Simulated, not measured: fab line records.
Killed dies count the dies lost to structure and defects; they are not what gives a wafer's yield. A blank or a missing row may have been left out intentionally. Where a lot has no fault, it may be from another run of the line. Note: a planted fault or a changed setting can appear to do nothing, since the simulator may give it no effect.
A lot that was struck, set against a sound lot | flow ritCmos | 15 out of 202 route steps
Sound: the wafers L614.1, L614.2, L614.3. Wafers struck: L623.1, L623.3, L623.6. The cause is named last.
For every step that has rows: the tool of each side, followed by ch and its chambers, followed by its first start. Under that, the readings that differ: sound wafers | struck wafers | difference of the means | sigmas: that difference in standard deviations of wafers without a fault.
alike: same words and numbers on both sides, and readings whose means sit less than 2 such deviations apart. not compared: any withheld reading, any reading some wafer has no value for, any bound like >300 that may hide the same value, and any number with overlapping values for which the record gives no deviation.
A row with sigmas, a row that says differs or no value, or rows on one side alone: a step with any of these is where the two part. When numbers do not overlap yet have no deviation, they are printed without sigmas and do not part them. Lack of a reading on every wafer of one side parts them only where that side has two or more wafers.

RIT_CONTACT_STRIP_12: strips in O2, time 180 s.
  sound on plasmaAsher-02 ch 0,1, day 3 21:14; struck on plasmaAsher-04 ch 1, day 5 13:19
reading          | sound        | struck      | difference | sigmas
rfReflPowerW (W) | 9.7 7.8 10.0 | 6.0 5.4 5.7 | -3.5       | -2
  alike: drypumpMotorCurrentA
  not compared: rfHoursCounterH
RIT_CONTACT_CD_MEAS_90 targets a cd of 1000 nm.
  sound on cdSem-02 at day 3 21:25; struck on cdSem-02 at day 5 13:29
  alike: cdNm
then, 2 steps without rows for these wafers: RIT_CONTACT_CLEAN_13 (cleans in SC1, time 600 s); RIT_CONTACT_CLEAN_14 (cleans in SC2, time 600 s).
RIT_M1_SPUTTER_00: material Al, target thk 400 nm, time 500 s.
  sound on pvdSputter-04 at day 3 21:53; struck on pvdSputter-04 at day 5 14:08
  alike: substrateTempC, throttleValvePct
RIT_M1_RS_MEAS_01: measurement is done with a four-point probe.
  sound on filmMetro-02 at day 3 22:10; struck on filmMetro-01 at day 5 14:26
  alike: M1_AL_RS
RIT_M1_THK_MEAS_02: measures by xrf.
  sound on filmMetro-02 at day 3 22:17; struck on filmMetro-01 at day 5 14:33
  alike: M1_AL_THK
then, 5 steps without rows for these wafers: RIT_M1_HMDS_03 (prime time 60 s); RIT_M1_COAT_04 (resist thk 1300 nm); RIT_M1_SOFTBAKE_05 (time 60 s); RIT_M1_EXPOSE_06 (exposes mask M12, target cd 2600 nm); RIT_M1_PEB_07.
RIT_M1_DEVELOP_08: develop time 68 s.
  sound on lithoTrack-03 ch 0, day 3 23:00; struck on lithoTrack-03 ch 0, day 5 15:00
reading            | sound             | struck            | difference | sigmas
developerTempC (C) | 22.98 23.08 22.99 | 25.25 25.17 25.36 | +2.24      | +23
RIT_M1_CD_MEAS_09 targets a cd of 2600 nm.
  sound on cdSem-02 at day 3 23:22; struck on cdSem-01 at day 5 15:29
  alike: cdNm
RIT_M1_PROBE_99:
  sound on prober-01 at day 4 02:01; struck on prober-02 at day 5 18:08
  alike: defectLimitedYield, killed_at_M0_to_M3, killedAtContacts, killedAtFrontEnd, killedDies, killedOpen, killedShort, sort_bin_3_pad_short, sort_bin_5_function, sort_bin_6_memory, sortNPass, sortYieldPct

## WHERE THEY PART
Earliest at RIT_CONTACT_STRIP_12; latest, in this record, at RIT_M1_DEVELOP_08. Later steps at which nothing parts them and some readings are alike: RIT_M1_CD_MEAS_09, RIT_M1_PROBE_99.

WHY: whatever the simulator had introduced
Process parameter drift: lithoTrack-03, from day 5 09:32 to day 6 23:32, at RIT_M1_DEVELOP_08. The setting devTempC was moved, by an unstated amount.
